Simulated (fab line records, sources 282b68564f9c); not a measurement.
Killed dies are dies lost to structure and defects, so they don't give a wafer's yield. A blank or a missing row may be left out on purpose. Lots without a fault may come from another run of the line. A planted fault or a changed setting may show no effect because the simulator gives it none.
A struck lot beside a sound one | flow rit_cmos | 17 steps out of a route of 202
Sound: wafers L526.1, L526.4, L526.6. Struck: wafers L528.2, L528.3, L528.6. The cause comes at the end.
At each step with rows: each side's tool, then ch and its chambers, then its first start. Under that, the readings that differ: sound wafers | struck wafers | difference of the means | sigmas: that difference in standard deviations of wafers without a fault.
alike: readings whose means differ by less than 2 such deviations, and words and numbers that are the same on both sides. not compared: withheld readings, readings that some wafer has no value for, bounds like >300 that may hide the same value, and numbers for which the record gives no deviation and whose values overlap.
The two part at a step that has a row with sigmas, a row that says differs or no value, or rows on one side only. Numbers that don't overlap but have no deviation are shown without sigmas and don't part them. A reading that every wafer of one side lacks parts them only if that side has two wafers or more.

RIT_PWELL_TW_MEAS_10:
  sound on film_metro-01, day 2 10:01; struck on film_metro-04, day 2 19:37
  reading  | sound       | struck      | difference | sigmas
  PWELL_TW | 942 942 940 | 958 962 961 | +19        | +2
then, 1 step without rows for these wafers: RIT_WELLDRIVE_ANNEAL_00 (time 14700 s).
RIT_WELLDRIVE_RS_MEAS_01: measures by four-point-probe.
  sound on film_metro-04, day 2 16:49; struck on film_metro-04, day 3 01:13
  alike: NWELL_RS
RIT_WELLDRIVE_RS_MEAS_02: measures by four-point-probe.
  sound on film_metro-04, day 2 16:56; struck on film_metro-04, day 3 01:20
  alike: PWELL_RS
then, 6 steps without rows for these wafers: RIT_NRETRO_HMDS_00 (prime time 60 s); RIT_NRETRO_COAT_01 (resist thk 1300 nm); RIT_NRETRO_SOFTBAKE_02 (time 60 s); RIT_NRETRO_EXPOSE_03 (exposes mask M4, target cd 43900 nm); RIT_NRETRO_PEB_04; RIT_NRETRO_DEVELOP_05 (develop time 68 s).
RIT_NRETRO_OVL_MEAS_06:
  sound on overlay-02, day 2 18:04; struck on overlay-02, day 3 02:19
  alike: NRETRO_OVL
then, 1 step without rows for these wafers: RIT_NRETRO_HARDBAKE_07 (time 120 s).
RIT_NRETRO_IMPLANT_08:
  sound on implanter-03 ch 0, day 2 18:21; struck on implanter-03 ch 0, day 3 02:37
  reading            | sound                           | struck                           | difference  | sigmas
  dose_ions_cm2      | 1.0005e+13 9.991e+12 1.0006e+13 | 1.3699e+13 1.3695e+13 1.3702e+13 | +3.6980e+12 | +99 or more
  faraday_current_uA | 31.7 30.3 31.8                  | 43.2 43.7 46.1                   | +13.1       | +23
RIT_NRETRO_STRIP_09: strips in O2, time 180 s.
  sound on plasma_asher-03 ch 0,1, day 2 18:30; struck on plasma_asher-04 ch 0,1, day 3 02:44
  alike: drypump_motor_current_A
  not compared: rf_hours_counter_h
RIT_NRETRO_TW_MEAS_10:
  sound on film_metro-02, day 2 18:40; struck on film_metro-02, day 3 02:56
  reading   | sound          | struck         | difference | sigmas
  NRETRO_TW | 1064 1059 1063 | 1176 1175 1179 | +115       | +10
then, 1 step without rows for these wafers: RIT_PRETRO_HMDS_00 (prime time 60 s).
RIT_M1_PROBE_99:
  the record has rows for the struck wafers here (prober-02, day 5 02:46) and none for the sound ones

WHERE THEY PART
First at RIT_PWELL_TW_MEAS_10; last, within this record, at RIT_M1_PROBE_99.

WHY: what the simulator had put in
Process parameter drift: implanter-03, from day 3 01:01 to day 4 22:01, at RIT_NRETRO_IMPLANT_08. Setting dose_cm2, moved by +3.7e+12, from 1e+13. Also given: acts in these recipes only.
